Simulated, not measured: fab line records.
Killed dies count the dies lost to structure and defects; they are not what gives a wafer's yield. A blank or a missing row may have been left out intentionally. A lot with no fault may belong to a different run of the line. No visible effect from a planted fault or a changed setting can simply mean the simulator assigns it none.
Which tool did it? | flow ritCmos | route of 202 steps, sampled at 1 step: 15 lots, 45 wafers

## WHAT THE GAUGES READ, wafer by wafer
Not one reading of a measure or inspect step in the record can be checked against a usual standard deviation.

## TOOL THAT RAN EACH LOT (tool first, then ch and the chambers of the sampled wafers, then the start)
lot  | RIT_PSD_PEB_04
L573 | lithoTrack-01 ch 0, day 3 02:43
L577 | lithoTrack-01 ch 0, day 3 22:55
L578 | lithoTrack-02 ch 0, day 4 02:40
L580 | lithoTrack-01 ch 0, day 4 17:01
L583 | lithoTrack-01, day 5 04:49
L584 | lithoTrack-04, day 5 11:52
L585 | lithoTrack-02, day 5 17:59
L588 | lithoTrack-01 ch 0, day 6 07:08
L589 | lithoTrack-01 ch 0, day 6 14:16
L590 | lithoTrack-02 ch 0, day 6 19:08
L591 | lithoTrack-01 ch 0, day 6 21:31
L592 | lithoTrack-02 ch 0, day 7 00:29
L594 | lithoTrack-02 ch 0, day 7 12:59
L595 | lithoTrack-01 ch 0, day 7 17:27
L596 | lithoTrack-01 ch 0, day 8 00:49
- RIT_PSD_PEB_04

## AS READ BY THE TOOLS THEMSELVES (means over the sampled wafers that have a number; for cases with no such wafer, the mark the record gives instead)
RIT_PSD_PEB_04.
lot  | tool          | exhaustPa (Pa)
L573 | lithoTrack-01 | 44.6
L577 | lithoTrack-01 | 45.6
L578 | lithoTrack-02 | 43.9
L580 | lithoTrack-01 | 45.0
L583 | lithoTrack-01 | -
L584 | lithoTrack-04 | -
L585 | lithoTrack-02 | -
L588 | lithoTrack-01 | 44.8
L589 | lithoTrack-01 | 44.9
L590 | lithoTrack-02 | 44.7
L591 | lithoTrack-01 | 44.8
L592 | lithoTrack-02 | 45.6
L594 | lithoTrack-02 | 45.0
L595 | lithoTrack-01 | 43.6
L596 | lithoTrack-01 | 45.6

## THE ANSWER, worked out from the rows above alone
Rule: the usual values come from the lots themselves. The widest of any qualifying gaps counts: lots, ordered by their means at a reading, are off when they make up no more than a third of the lots, leave a main group of 4 or more, and stand apart from it by 3 or more times the standard deviation of that group's means. A main group whose means are all the same, to the digits that the tables above print for the reading, isn't used. Also off: a lot with no number at a reading for which 4 or more lots have one. The other lots that the step has rows for count as sound. Order of review: gauges by route order, followed by the tools' own readings, for which a lot's mean as printed above is used. At the first step where some lot is off, the reading lying furthest off is the one used; lots without a number count as furthest.
Off: L583, L584, L585, at RIT_PSD_PEB_04 (exhaustPa). Without a number there: L583, L584, L585. Main group: mean 44.8 Pa, sd 0.6.
If a tool, at that step or one of the process steps before it, ran each lot that is off and ran no sound lot following the first of them, it fits. Not one of the candidates tried fits.

## WHAT HAD BEEN PUT IN BY THE SIMULATOR
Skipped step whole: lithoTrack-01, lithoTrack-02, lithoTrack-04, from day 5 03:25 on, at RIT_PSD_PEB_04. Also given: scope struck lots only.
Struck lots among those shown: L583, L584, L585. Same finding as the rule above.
